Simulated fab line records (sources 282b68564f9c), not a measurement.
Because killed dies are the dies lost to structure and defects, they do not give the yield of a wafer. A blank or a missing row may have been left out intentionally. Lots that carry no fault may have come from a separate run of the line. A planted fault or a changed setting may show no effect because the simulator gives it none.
Which tool is to blame? :: flow ritCmos :: 14 lots, 42 wafers sampled, at 5 steps of a route of 202

## WHAT THE GAUGES READ, wafer by wafer
RIT_FOX2_THK_MEAS_01.
lot: L313
measured: day 1 18:22
on: filmMetro-01
FOX2_OXIDE_THK (nm): 346 340 353

lot: L314
measured: day 1 23:23
on: filmMetro-02
FOX2_OXIDE_THK (nm): 359 352 356

lot: L315
measured: day 2 05:11
on: filmMetro-04
FOX2_OXIDE_THK (nm): 356 354 355

lot: L316
measured: day 2 10:08
on: filmMetro-04
FOX2_OXIDE_THK (nm): 339 342 342

lot: L317
measured: day 2 14:31
on: filmMetro-02
FOX2_OXIDE_THK (nm): 349 351 350

lot: L318
measured: day 2 19:23
on: filmMetro-02
FOX2_OXIDE_THK (nm): 350 342 339

lot: L319
measured: day 3 00:20
on: filmMetro-04
FOX2_OXIDE_THK (nm): 344 349 353

lot: L320
measured: day 3 05:53
on: filmMetro-02
FOX2_OXIDE_THK (nm): 349 347 352

lot: L321
measured: day 3 10:47
on: filmMetro-04
FOX2_OXIDE_THK (nm): 349 351 349

lot: L322
measured: day 3 16:42
on: filmMetro-01
FOX2_OXIDE_THK (nm): 362 360 367

lot: L328
measured: day 4 22:51
on: filmMetro-01
FOX2_OXIDE_THK (nm): 350 356 349

lot: L331
measured: day 5 12:19
on: filmMetro-02
FOX2_OXIDE_THK (nm): 350 347 348

lot: L333
measured: day 6 00:57
on: filmMetro-01
FOX2_OXIDE_THK (nm): 354 357 356

lot: L336
measured: day 6 15:40
on: filmMetro-01
FOX2_OXIDE_THK (nm): 353 349 352

RIT_NWELL_TW_MEAS_10.
lot: L313
measured: day 1 20:52
on: filmMetro-04
NWELL_TW: 2142 2131 2140

lot: L314
measured: day 2 01:52
on: filmMetro-03
NWELL_TW: 2170 2163 2163

lot: L315
measured: day 2 07:37
on: filmMetro-03
NWELL_TW: 2167 2169 2165

lot: L316
measured: day 2 12:41
on: filmMetro-03
NWELL_TW: 2174 2164 2161

lot: L317
measured: day 2 16:57
on: filmMetro-04
NWELL_TW: 2152 2149 2143

lot: L318
measured: day 2 21:56
on: filmMetro-02
NWELL_TW: 2126 2124 2135

lot: L319
measured: day 3 02:55
on: filmMetro-04
NWELL_TW: 2147 2158 2151

lot: L320
measured: day 3 08:27
on: filmMetro-02
NWELL_TW: 2108 2110 2119

lot: L321
measured: day 3 13:25
on: filmMetro-03
NWELL_TW: 2129 2130 2131

lot: L322
measured: day 3 19:16
on: filmMetro-03
NWELL_TW: 2133 2109 2114

lot: L328
measured: day 5 02:04
on: filmMetro-04
NWELL_TW: 2133 2130 2139

lot: L331
measured: day 5 14:55
on: filmMetro-02
NWELL_TW: 2124 2121 2115

lot: L333
measured: day 6 03:31
on: filmMetro-03
NWELL_TW: 2140 2132 2139

lot: L336
measured: day 6 18:14
on: filmMetro-02
NWELL_TW: 2114 2111 2113

RIT_GATE_THK_MEAS_09.
lot: L313
measured: day 2 11:05
on: filmMetro-02
GATE_POLY_THK (nm): 246.3 246.5 247.8

lot: L314
measured: day 2 16:10
on: filmMetro-04
GATE_POLY_THK (nm): 254.5 255.2 252.5

lot: L315
measured: day 2 22:22
on: filmMetro-04
GATE_POLY_THK (nm): 248.5 247.3 249.5

lot: L316
measured: day 3 02:29
on: filmMetro-02
GATE_POLY_THK (nm): 252.8 252.6 254.5

lot: L317
measured: day 3 09:22
on: filmMetro-04
GATE_POLY_THK (nm): 248.5 250.3 248.3

lot: L318
measured: day 3 13:11
on: filmMetro-04
GATE_POLY_THK (nm): 246.8 248.8 248.7

lot: L319
measured: day 3 16:35
on: filmMetro-04
GATE_POLY_THK (nm): 250.0 248.5 251.0

lot: L320
measured: day 3 22:40
on: filmMetro-04
GATE_POLY_THK (nm): 249.2 247.3 248.0

lot: L321
measured: day 4 04:40
on: filmMetro-01
GATE_POLY_THK (nm): 252.6 249.8 250.0

lot: L322
measured: day 4 09:11
on: filmMetro-04
GATE_POLY_THK (nm): 252.2 252.4 252.5

lot: L328
measured: day 5 17:52
on: filmMetro-04
GATE_POLY_THK (nm): 263.6 263.1 262.7

lot: L331
measured: day 6 07:19
on: filmMetro-01
GATE_POLY_THK (nm): 259.2 259.1 258.1

lot: L333
measured: day 6 21:29
on: filmMetro-04
GATE_POLY_THK (nm): 245.7 247.7 246.4

lot: L336
measured: day 7 09:25
on: filmMetro-04
GATE_POLY_THK (nm): 251.6 252.7 251.9

RIT_PLDD_TW_MEAS_10.
lot: L313
measured: day 2 18:50
on: filmMetro-01
PLDD_TW: 2322 2336 2329

lot: L314
measured: day 2 23:53
on: filmMetro-03
PLDD_TW: 2367 2373 2373

lot: L315
measured: day 3 06:18
on: filmMetro-01
PLDD_TW: 2314 2315 2319

lot: L316
measured: day 3 11:11
on: filmMetro-03
PLDD_TW: 2339 2325 2325

lot: L317
measured: day 3 17:00
on: filmMetro-02
PLDD_TW: 2301 2321 2304

lot: L318
measured: day 3 20:50
on: filmMetro-01
PLDD_TW: 2307 2301 2315

lot: L319
measured: day 4 00:34
on: filmMetro-02
PLDD_TW: 2316 2302 2320

lot: L320
measured: day 4 07:05
on: filmMetro-03
PLDD_TW: 2338 2339 2332

lot: L321
measured: day 4 12:23
on: filmMetro-03
PLDD_TW: 2345 2333 2341

lot: L322
measured: day 4 16:44
on: filmMetro-01
PLDD_TW: 2310 2304 2323

lot: L328
measured: day 6 01:39
on: filmMetro-01
PLDD_TW: 2304 2290 2305

lot: L331
measured: day 6 15:37
on: filmMetro-03
PLDD_TW: 2349 2340 2341

lot: L333
measured: day 7 05:26
on: filmMetro-02
PLDD_TW: 2312 2325 2319

lot: L336
measured: day 7 17:07
on: filmMetro-01
PLDD_TW: 2316 2312 2311

## TOOL THAT RAN EACH LOT (tool first, then ch and the chambers of the sampled wafers, then the start)
lot: L313
RIT_GATE_CVD_08: lpcvd-01 ch 1, day 2 09:28

lot: L314
RIT_GATE_CVD_08: lpcvd-01 ch 1, day 2 14:32

lot: L315
RIT_GATE_CVD_08: lpcvd-01 ch 0, day 2 20:45

lot: L316
RIT_GATE_CVD_08: lpcvd-02 ch 0, day 3 00:52

lot: L317
RIT_GATE_CVD_08: lpcvd-02 ch 1, day 3 05:43

lot: L318
RIT_GATE_CVD_08: lpcvd-02 ch 0, day 3 10:45

lot: L319
RIT_GATE_CVD_08: lpcvd-01 ch 1, day 3 14:58

lot: L320
RIT_GATE_CVD_08: lpcvd-02 ch 1, day 3 21:02

lot: L321
RIT_GATE_CVD_08: lpcvd-02 ch 0, day 4 02:14

lot: L322
RIT_GATE_CVD_08: lpcvd-01 ch 1, day 4 07:34

lot: L328
RIT_GATE_CVD_08: lpcvd-02 ch 1, day 5 16:14

lot: L331
RIT_GATE_CVD_08: lpcvd-02 ch 1, day 6 05:43

lot: L333
RIT_GATE_CVD_08: lpcvd-01 ch 0, day 6 19:51

lot: L336
RIT_GATE_CVD_08: lpcvd-01 ch 1, day 7 07:47
- RIT_GATE_CVD_08: deposits poly-Si from SiH4, target thk 250 nm, time 2220 s.

## AS READ BY THE TOOLS THEMSELVES (means over the sampled wafers that have a number; for cases with no such wafer, the mark the record gives instead)
The record holds no such reading with a usual standard deviation.

## THE ANSWER, worked out from the rows above alone
Rule: the usual values come from the lots themselves. Put in order of their means at a reading, lots are off if they are a third of the lots or fewer, leave a main group of 4 or more, and stand apart from it by a gap of 3 or more times the standard deviation of the main group's means; of several such gaps the widest counts. If all means in a main group match to the digits the tables above print for the reading, that group is not used. Also off: a lot with no number at a reading for which 4 or more lots have one. Where the step has rows for the other lots, those lots are counted as sound. After the gauges, taken in route order, come the tools' own readings; for these a lot's mean is taken, as printed above. The first step at which some lot is off is used, and at that step the reading that is off furthest; a lot without a number counts as furthest.
Nothing can be told from this: no lot is off at any reading shown.

## WHAT HAD BEEN PUT IN BY THE SIMULATOR
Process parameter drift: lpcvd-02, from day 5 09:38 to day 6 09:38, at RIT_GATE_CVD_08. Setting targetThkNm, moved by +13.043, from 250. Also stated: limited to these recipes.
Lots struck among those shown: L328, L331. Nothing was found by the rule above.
